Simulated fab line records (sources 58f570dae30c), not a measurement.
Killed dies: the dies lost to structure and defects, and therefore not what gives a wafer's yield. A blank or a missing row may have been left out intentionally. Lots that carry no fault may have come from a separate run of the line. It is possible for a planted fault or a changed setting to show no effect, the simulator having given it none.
fab line records -- flow berkeleyCmos170
record lots=15, wafers=45, lastDay=13
route steps=331 shown BACKSIDE@202 SILICIDE@212 CONTACT@222
lots that met no fault: taken from a fault-free run of the same line
startH: hours from the record's first day to the start of the lot's first wafer shown -- waitH: hours since the lot's step before -- " identical to the entry in the row above -- L1.1+2: one row covering several wafers at once -- - value missing, or start not given -- * or withheld: withheld -- < > ~ a bound
route shown NAME@n: names a module that has steps shown in the file, with the first one's number in the route -- usual: mean and standard deviation over wafers with no fault -- same: alike in all rows -- chamber/n: place in a boat -- sites: the reading at each site -- _std_site: the values' standard deviation -- _edge_site: outer sites' mean less inner sites' -- radiusMm: for every site, how far away it sits from the centre of the wafer -- mask NAME#n: copy n -- behind: tool/chamber where the wafer was last shaped -- hold: why the lot went on hold/how many hours it stayed there/how the hold came to an end -- device: which transistor (n, p or np) failed to switch -- end of line: the route-end tests of the same wafers -- a step given without rows: its recipe and nothing more -- killed: not the wafer's yield, but the dies lost to structure and defects at the first sort -- map: a wafer's dies, x killed, . not, _ none there
set.NAME: the run value of the setting; set.NAME@STEP: its run value at that earlier step -- model.NAME: the simulator's own value behind a step, which no gauge read
a sample of lots followed through the steps of the route, with each step as a table and each wafer as a row
services: a tool's chamber out of use, with start hour (startH, from the record's first day; less than 0 if before it), hours out, and reason
## steps
# step UCB170_BACKSIDE_STRIP_03
# recipe chemistry=O2, powerW=400, pressureMtorr=3500, platenTempC=withheld, o2FlowSccm=400, overashFraction=0.5
# usual drypumpMotorCurrentA=5.9/0.49, oesProductAu=0.735/0.0048, stripTimeToEndpointS=21.94/0.063
lot.wafer,tool,chamber,startH,waitH,drypumpMotorCurrentA,oesProductAu,rfHoursCounterH,stripTimeToEndpointS
L361.3,plasmaAsher-04,1,183.23,0.1,6.1,0.738,-,21.91
L361.5,plasmaAsher-04,0,183.23,0.1,6.6,0.739,-,21.93
L361.6,plasmaAsher-04,1,183.23,0.1,6.1,0.732,-,21.87
L362.3,plasmaAsher-01,0,183.53,0.1,6.4,0.738,-,21.88
L362.4,plasmaAsher-01,1,183.53,0.1,5.4,0.734,-,21.88
L362.5,plasmaAsher-01,0,183.53,0.1,6.3,0.731,-,21.79
L365.2,plasmaAsher-04,1,203.52,0.1,6.1,0.737,43,21.99
L365.3,plasmaAsher-04,1,203.52,0.1,6.1,0.729,-,22.01
L365.4,plasmaAsher-04,0,203.52,0.1,6.6,0.733,-,22.03
L366.1,plasmaAsher-01,0,204.40,0.1,6.4,0.729,10,21.88
L366.4,plasmaAsher-01,0,204.40,0.1,6.4,0.734,-,21.91
L366.5,plasmaAsher-01,0,204.40,0.1,6.4,0.743,-,21.84
L364.2,plasmaAsher-04,1,204.52,0.1,6.1,0.728,43,21.94
L364.3,plasmaAsher-04,0,204.52,0.1,6.6,0.734,-,21.88
L364.5,plasmaAsher-04,0,204.52,0.1,6.6,0.740,-,21.92
L363.1,plasmaAsher-04,1,205.30,0.1,6.1,0.740,44,21.85
L363.3,plasmaAsher-04,0,205.30,0.1,6.6,0.738,-,21.84
L363.6,plasmaAsher-04,0,205.30,0.1,6.6,0.730,-,21.87
L369.1,plasmaAsher-04,1,211.47,0.1,6.1,0.736,44,21.92
L369.3,plasmaAsher-04,1,211.47,0.1,6.1,0.733,-,21.94
L369.6,plasmaAsher-04,1,211.47,0.1,6.1,0.740,-,21.96
L372.1,plasmaAsher-03,1,225.29,0.1,5.3,0.734,48,21.93
L372.2,plasmaAsher-03,0,225.29,0.1,5.6,0.732,48,21.99
L372.4,plasmaAsher-03,0,225.29,0.1,5.6,0.738,-,21.98
L373.1,plasmaAsher-01,0,238.66,0.1,6.4,0.734,14,21.89
L373.2,plasmaAsher-01,1,238.66,0.1,5.4,0.744,14,21.92
L373.5,plasmaAsher-01,1,238.66,0.1,5.4,0.738,-,21.91
L375.3,plasmaAsher-03,1,238.76,0.1,5.3,0.725,-,22.00
L375.4,plasmaAsher-03,0,238.76,0.1,5.6,0.745,-,21.94
L375.6,plasmaAsher-03,0,238.76,0.1,5.6,0.737,-,21.94
L374.1,plasmaAsher-01,0,238.76,0.1,6.4,0.733,14,21.96
L374.2,plasmaAsher-01,1,238.76,0.1,5.4,0.736,14,22.03
L374.3,plasmaAsher-01,1,238.76,0.1,5.3,0.739,-,21.90
L376.2,plasmaAsher-01,1,245.89,0.1,5.4,0.742,15,22.00
L376.3,plasmaAsher-01,1,245.89,0.1,5.4,0.735,-,21.89
L376.4,plasmaAsher-01,0,245.89,0.1,6.4,0.738,-,21.93
L378.3,plasmaAsher-01,1,256.06,0.1,5.4,0.738,-,22.01
L378.5,plasmaAsher-01,1,256.06,0.1,5.4,0.743,-,22.04
L378.6,plasmaAsher-01,0,256.06,0.1,6.4,0.743,-,22.03
L380.1,plasmaAsher-01,0,268.53,0.1,6.4,0.737,19,22.01
L380.5,plasmaAsher-01,1,268.53,0.1,5.4,0.729,-,21.96
L380.6,plasmaAsher-01,0,268.53,0.1,6.4,0.739,-,21.85
L382.2,plasmaAsher-01,0,279.74,0.1,6.4,0.731,20,22.01
L382.3,plasmaAsher-01,0,279.74,0.1,6.4,0.733,-,21.96
L382.4,plasmaAsher-01,1,279.74,0.1,5.4,0.744,-,21.99
# step UCB170_SILICIDE_RS_MEAS_02
# recipe thkMeasGauge=four-point-probe, reads=Ti_of_SILICIDE_SPUTTER_01
# usual SILICIDE_TI_RS=27.8/0.46
lot.wafer,tool,chamber,startH,waitH,SILICIDE_TI_RS[ohm/sq]
L361.3,filmMetro-04,-,184.21,0.1,28.1
L361.5,filmMetro-04,-,184.21,0.1,28.4
L361.6,filmMetro-04,-,184.21,0.1,27.4
L362.3,filmMetro-01,-,184.52,0.1,28.4
L362.4,filmMetro-01,-,184.52,0.1,28.8
L362.5,filmMetro-01,-,184.52,0.1,28.1
L365.2,filmMetro-02,-,204.51,0.0,26.8
L365.3,filmMetro-02,-,204.51,0.0,27.0
L365.4,filmMetro-02,-,204.51,0.0,27.3
L366.1,filmMetro-04,-,205.38,0.0,27.8
L366.4,filmMetro-04,-,205.38,0.0,28.1
L366.5,filmMetro-04,-,205.38,0.0,28.4
L364.2,filmMetro-04,-,205.58,0.0,27.9
L364.3,filmMetro-04,-,205.58,0.0,27.9
L364.5,filmMetro-04,-,205.58,0.0,27.4
L363.1,filmMetro-04,-,206.33,0.0,27.1
L363.3,filmMetro-04,-,206.33,0.0,27.2
L363.6,filmMetro-04,-,206.33,0.0,27.0
L369.1,filmMetro-04,-,212.45,0.0,27.6
L369.3,filmMetro-04,-,212.45,0.0,27.5
L369.6,filmMetro-04,-,212.45,0.0,27.7
L372.1,filmMetro-04,-,226.27,0.0,28.1
L372.2,filmMetro-04,-,226.27,0.0,27.5
L372.4,filmMetro-04,-,226.27,0.0,28.0
L373.1,filmMetro-04,-,240.69,0.0,27.6
L373.2,filmMetro-04,-,240.69,0.0,28.3
L373.5,filmMetro-04,-,240.69,0.0,27.9
L375.3,filmMetro-01,-,240.74,0.1,27.4
L375.4,filmMetro-01,-,240.74,0.1,27.0
L375.6,filmMetro-01,-,240.74,0.1,26.7
L374.1,filmMetro-02,-,240.80,0.0,28.3
L374.2,filmMetro-02,-,240.80,0.0,28.5
L374.3,filmMetro-02,-,240.80,0.0,27.8
L376.2,filmMetro-04,-,246.88,0.0,28.1
L376.3,filmMetro-04,-,246.88,0.0,27.9
L376.4,filmMetro-04,-,246.88,0.0,28.2
L378.3,filmMetro-04,-,257.07,0.1,28.1
L378.5,filmMetro-04,-,257.07,0.1,27.6
L378.6,filmMetro-04,-,257.07,0.1,27.9
L380.1,filmMetro-01,-,269.51,0.0,27.5
L380.5,filmMetro-01,-,269.51,0.0,27.8
L380.6,filmMetro-01,-,269.51,0.0,27.3
L382.2,filmMetro-04,-,281.67,0.0,27.8
L382.3,filmMetro-04,-,281.67,0.0,27.9
L382.4,filmMetro-04,-,281.67,0.0,28.2
# step UCB170_SILICIDE_RTA_04
# recipe tempC=650, timeS=15, ambient=N2
# usual lampPowerPct=9.8/0.84, wafer_temp_C_max=651.6/0.39
lot.wafer,tool,chamber,startH,waitH,lampPowerPct,wafer_temp_C_max
L361.3,rtpAnneal-02,0,184.38,0.1,8.9,651.9
L361.5,rtpAnneal-02,0,184.38,0.1,8.9,650.9
L361.6,rtpAnneal-02,0,184.38,0.1,8.9,651.2
L362.3,rtpAnneal-01,0,184.68,0.1,10.6,651.3
L362.4,rtpAnneal-01,0,184.68,0.1,10.6,652.5
L362.5,rtpAnneal-01,0,184.68,0.1,10.6,651.4
L365.2,rtpAnneal-02,0,204.69,0.1,8.9,651.1
L365.3,rtpAnneal-02,0,204.69,0.1,8.9,651.0
L365.4,rtpAnneal-02,0,204.69,0.1,8.9,651.6
L366.1,rtpAnneal-01,0,205.56,0.1,10.6,651.7
L366.4,rtpAnneal-01,0,205.56,0.1,10.6,651.6
L366.5,rtpAnneal-01,0,205.56,0.1,10.6,651.8
L364.2,rtpAnneal-01,0,205.75,0.1,10.6,652.2
L364.3,rtpAnneal-01,0,205.75,0.1,10.6,651.7
L364.5,rtpAnneal-01,0,205.75,0.1,10.6,651.5
L363.1,rtpAnneal-01,0,206.51,0.1,10.6,651.4
L363.3,rtpAnneal-01,0,206.51,0.1,10.6,651.3
L363.6,rtpAnneal-01,0,206.51,0.1,10.6,651.8
L369.1,rtpAnneal-02,0,212.63,0.1,8.9,651.3
L369.3,rtpAnneal-02,0,212.63,0.1,8.9,651.4
L369.6,rtpAnneal-02,0,212.63,0.1,8.9,651.3
L372.1,rtpAnneal-01,0,226.45,0.1,9.7,626.2
L372.2,rtpAnneal-01,0,226.45,0.1,9.7,626.8
L372.4,rtpAnneal-01,0,226.45,0.1,9.7,626.4
L373.1,rtpAnneal-01,0,240.87,0.1,9.7,626.4
L373.2,rtpAnneal-01,0,240.87,0.1,9.7,626.3
L373.5,rtpAnneal-01,0,240.87,0.1,9.7,626.7
L375.3,rtpAnneal-02,0,240.90,0.1,8.9,651.6
L375.4,rtpAnneal-02,0,240.90,0.1,8.9,651.2
L375.6,rtpAnneal-02,0,240.90,0.1,8.9,651.4
L374.1,rtpAnneal-01,0,240.98,0.1,9.7,626.5
L374.2,rtpAnneal-01,0,240.98,0.1,9.7,626.6
L374.3,rtpAnneal-01,0,240.98,0.1,9.7,626.7
L376.2,rtpAnneal-02,0,247.06,0.1,8.9,651.8
L376.3,rtpAnneal-02,0,247.06,0.1,8.9,651.9
L376.4,rtpAnneal-02,0,247.06,0.1,8.9,652.2
L378.3,rtpAnneal-02,0,257.23,0.1,8.9,651.6
L378.5,rtpAnneal-02,0,257.23,0.1,8.9,652.4
L378.6,rtpAnneal-02,0,257.23,0.1,8.9,651.6
L380.1,rtpAnneal-02,0,269.69,0.1,8.9,651.9
L380.5,rtpAnneal-02,0,269.69,0.1,8.9,651.4
L380.6,rtpAnneal-02,0,269.69,0.1,8.9,651.6
L382.2,rtpAnneal-02,0,281.85,0.1,8.9,651.9
L382.3,rtpAnneal-02,0,281.85,0.1,8.9,651.9
L382.4,rtpAnneal-02,0,281.85,0.1,8.9,651.1
# step UCB170_CONTACT_STRIP_06
# recipe chemistry=O2, powerW=400, pressureMtorr=3500, platenTempC=withheld, o2FlowSccm=400, overashFraction=0.5
# usual drypumpMotorCurrentA=6.1/0.42, oesProductAu=0.735/0.0043, stripTimeToEndpointS=21.97/0.055
lot.wafer,tool,chamber,startH,waitH,drypumpMotorCurrentA,oesProductAu,rfHoursCounterH,stripTimeToEndpointS
L361.3,plasmaAsher-04,0,187.99,0.1,6.6,0.730,-,22.00
L361.5,plasmaAsher-04,1,187.99,0.1,6.1,0.735,-,21.91
L361.6,plasmaAsher-04,0,187.99,0.1,6.6,0.733,-,21.97
L362.3,plasmaAsher-01,0,188.04,0.1,6.4,0.734,-,21.99
L362.4,plasmaAsher-01,1,188.04,0.1,5.4,0.737,-,21.93
L362.5,plasmaAsher-01,1,188.04,0.1,5.4,0.741,-,21.95
L365.2,plasmaAsher-01,1,207.35,0.1,5.4,0.740,10,21.98
L365.3,plasmaAsher-01,0,207.35,0.1,6.4,0.731,-,22.00
L365.4,plasmaAsher-01,1,207.35,0.1,5.4,0.730,-,21.98
L366.1,plasmaAsher-01,1,208.12,0.1,5.4,0.727,11,21.89
L366.4,plasmaAsher-01,0,208.12,0.1,6.4,0.739,-,21.91
L366.5,plasmaAsher-01,0,208.12,0.1,6.4,0.737,-,21.94
L364.2,plasmaAsher-02,0,209.22,0.1,6.4,0.741,50,21.95
L364.3,plasmaAsher-02,1,209.22,0.1,5.9,0.735,-,21.97
L364.5,plasmaAsher-02,0,209.22,0.1,6.4,0.732,-,21.94
L363.1,plasmaAsher-02,0,209.67,0.1,6.4,0.730,50,22.06
L363.3,plasmaAsher-02,0,209.67,0.1,6.4,0.738,-,21.98
L363.6,plasmaAsher-02,1,209.67,0.1,5.9,0.741,-,22.00
L369.1,plasmaAsher-02,1,215.23,0.1,5.9,0.727,50,21.91
L369.3,plasmaAsher-02,0,215.23,0.1,6.4,0.741,-,21.95
L369.6,plasmaAsher-02,1,215.23,0.1,5.9,0.736,-,21.96
L372.1,plasmaAsher-04,1,230.55,0.1,6.1,0.729,47,21.92
L372.2,plasmaAsher-04,0,230.55,0.1,6.6,0.729,47,22.05
L372.4,plasmaAsher-04,1,230.55,0.1,6.1,0.732,-,22.03
L373.1,plasmaAsher-01,1,243.56,0.1,5.4,0.732,15,21.95
L373.2,plasmaAsher-01,0,243.56,0.1,6.4,0.736,15,22.04
L373.5,plasmaAsher-01,1,243.56,0.1,5.4,0.731,-,22.00
L374.1,plasmaAsher-04,1,243.61,0.1,6.1,0.736,49,21.97
L374.2,plasmaAsher-04,0,243.61,0.1,6.6,0.733,49,21.93
L374.3,plasmaAsher-04,0,243.61,0.1,6.6,0.731,-,21.95
L375.3,plasmaAsher-01,0,244.49,0.1,6.4,0.740,-,21.99
L375.4,plasmaAsher-01,1,244.49,0.1,5.4,0.732,-,21.96
L375.6,plasmaAsher-01,1,244.49,0.1,5.4,0.736,-,22.01
L376.2,plasmaAsher-01,0,249.67,0.1,6.4,0.740,16,22.03
L376.3,plasmaAsher-01,0,249.67,0.1,6.3,0.733,-,21.98
L376.4,plasmaAsher-01,1,249.67,0.1,5.4,0.745,-,22.02
L378.3,plasmaAsher-01,1,259.95,0.1,5.4,0.735,-,22.09
L378.5,plasmaAsher-01,1,259.95,0.1,5.4,0.736,-,22.03
L378.6,plasmaAsher-01,0,259.95,0.1,6.4,0.734,-,22.04
L380.1,plasmaAsher-04,1,273.91,0.1,6.1,0.738,54,21.86
L380.5,plasmaAsher-04,0,273.91,0.1,6.6,0.731,-,21.90
L380.6,plasmaAsher-04,1,273.91,0.1,6.1,0.734,-,21.87
L382.2,plasmaAsher-01,0,285.54,0.1,6.4,0.733,21,22.04
L382.3,plasmaAsher-01,0,285.54,0.1,6.4,0.736,-,21.96
L382.4,plasmaAsher-01,1,285.54,0.1,5.4,0.736,-,21.99
## services
tool,chamber,startH,hours,kind
plasmaAsher-03,-,175.78,0.5,repair
plasmaAsher-04,-,192.81,0.7,repair
plasmaAsher-02,-,241.70,2.9,repair
plasmaAsher-02,-,245.86,1.9,repair
plasmaAsher-03,-,245.91,23.3,pm
## key
firstSign step=UCB170_SILICIDE_RTA_04, reading=wafer_temp_C_max, direction=down, sigmas=64, usual=*, struck=*
effect none on later readings
metAt UCB170_SILICIDE_RTA_04
struckLots L372,L373,L374
sortLeftOut L374.1,L374.2,L374.3
testerLeftOut L372,L373,L374
notActingAt UCB170_BACKSIDE_STRIP_03,UCB170_SILICIDE_RS_MEAS_02,UCB170_CONTACT_STRIP_06
onsetBetween 206.51 226.45
fault kind=processParameterDrift, tool=rtpAnneal-01, chamber=-, onsetH=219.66, steps=UCB170_SILICIDE_RTA_04, channel=tempC, offset=*, shape=step, endH=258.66, actsIn=*, stated=*
# testerLeftOut: of these lots the tester's yield and bins aren't shown, on N5 and GAA mostly nor the transistor test; their killed dies are dies lost to structure and defects alone, not to doping, threshold or leakage, so they don't give the yield
# sortLeftOut: the simulated sort isn't trusted on such a fault, so these wafers' sort isn't shown, and their yield isn't known
